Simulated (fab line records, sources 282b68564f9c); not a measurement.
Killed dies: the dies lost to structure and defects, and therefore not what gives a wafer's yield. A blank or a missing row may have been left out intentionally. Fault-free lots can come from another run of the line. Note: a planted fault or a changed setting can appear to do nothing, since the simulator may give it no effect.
A lot that was struck, set against a sound lot    flow rit_cmos    17 steps out of a route of 202
Sound: the wafers L430.3, L430.4, L430.6. Struck: wafers L438.2, L438.3, L438.4. The cause is named last.
At each step with rows: each side's tool, then ch and its chambers, then its first start. Under that, the readings that differ: sound wafers    struck wafers    difference of the means    sigmas: that difference in standard deviations of wafers without a fault.
alike: readings with means less than 2 such deviations apart, plus words and numbers identical on both sides. not compared: withheld readings, readings lacking a value on some wafer, bounds such as >300 that could conceal the same value, and numbers that have no deviation in the record and whose values overlap.
Wherever a step has rows on one side only, a row that says differs or no value, or a row with sigmas, the two part there. Numbers that don't overlap but have no deviation are shown without sigmas and don't part them. A reading missing from all wafers of one side parts the sides only when that side holds two or more wafers.

first, 2 steps without rows for these wafers: RIT_ACTIVE_CLEAN_17 (cleans in SC2, time 600 s); RIT_FOX1_OXIDATION_00 (target thk 350.7 nm, ox time 1130 s).
RIT_FOX1_THK_MEAS_01:
  sound on film_metro-03 at day 3 07:19; struck on film_metro-03 at day 5 00:05
  alike: FOX1_OXIDE_THK
then, 2 steps without rows for these wafers: RIT_FOX1_WET_ETCH_02 (etches SiO2 in BOE, target depth 350 nm, time 390 s); RIT_FOX2_OXIDATION_00 (target thk 350.7 nm, ox time 1130 s).
RIT_FOX2_THK_MEAS_01:
  sound on film_metro-01 at day 3 10:48; struck on film_metro-01 at day 5 04:11
  alike: FOX2_OXIDE_THK
then, 2 steps without rows for these wafers: RIT_FOX2_CLEAN_02 (cleans in dHF, time 180 s); RIT_FOX2_WET_ETCH_03 (etches Si3N4 in H3PO4, target depth 195 nm, time 2700 s).
RIT_FOX2_THK_MEAS_90:
  sound on film_metro-03 at day 3 11:46; struck on film_metro-03 at day 5 05:04
  alike: FIELD_OXIDE_LEFT_1_THK
then, 3 steps without rows for these wafers: RIT_NWELL_HMDS_00 (prime time 61.17 s); RIT_NWELL_COAT_01 (resist thk 1300 nm); RIT_NWELL_SOFTBAKE_02 (time 60 s).
RIT_NWELL_EXPOSE_03: exposes mask M2, target cd 43900 nm.
  sound on iline_stepper-01 ch 0, day 3 12:25; struck on iline_stepper-01 ch 0, day 5 05:35
reading                        sound                 struck                         difference  sigmas
model.NWELL.overlay_x_nm (nm)  0.2727 0.2727 0.2727  1.223e+04 1.223e+04 1.223e+04  +1.223e+04  
  alike: mask, exposure_dose_mJ_cm2
then, 2 steps without rows for these wafers: RIT_NWELL_PEB_04; RIT_NWELL_DEVELOP_05 (develop time 68 s).
RIT_NWELL_OVL_MEAS_06:
  sound on overlay-02 at day 3 12:49; struck on overlay-02 at day 5 06:13
reading         sound           struck  difference                     sigmas
NWELL_OVL (nm)  -0.4 -0.6 -1.6  - - -   no value on the struck wafers  
  not compared: hold
RIT_M1_PROBE_99:
  the record holds rows for the sound wafers here (prober-01, day 5 07:02) but none for the struck ones

WHERE THEY PART
Last at RIT_M1_PROBE_99 as far as this record goes, first at RIT_NWELL_OVL_MEAS_06.

WHY: what the simulator had put in
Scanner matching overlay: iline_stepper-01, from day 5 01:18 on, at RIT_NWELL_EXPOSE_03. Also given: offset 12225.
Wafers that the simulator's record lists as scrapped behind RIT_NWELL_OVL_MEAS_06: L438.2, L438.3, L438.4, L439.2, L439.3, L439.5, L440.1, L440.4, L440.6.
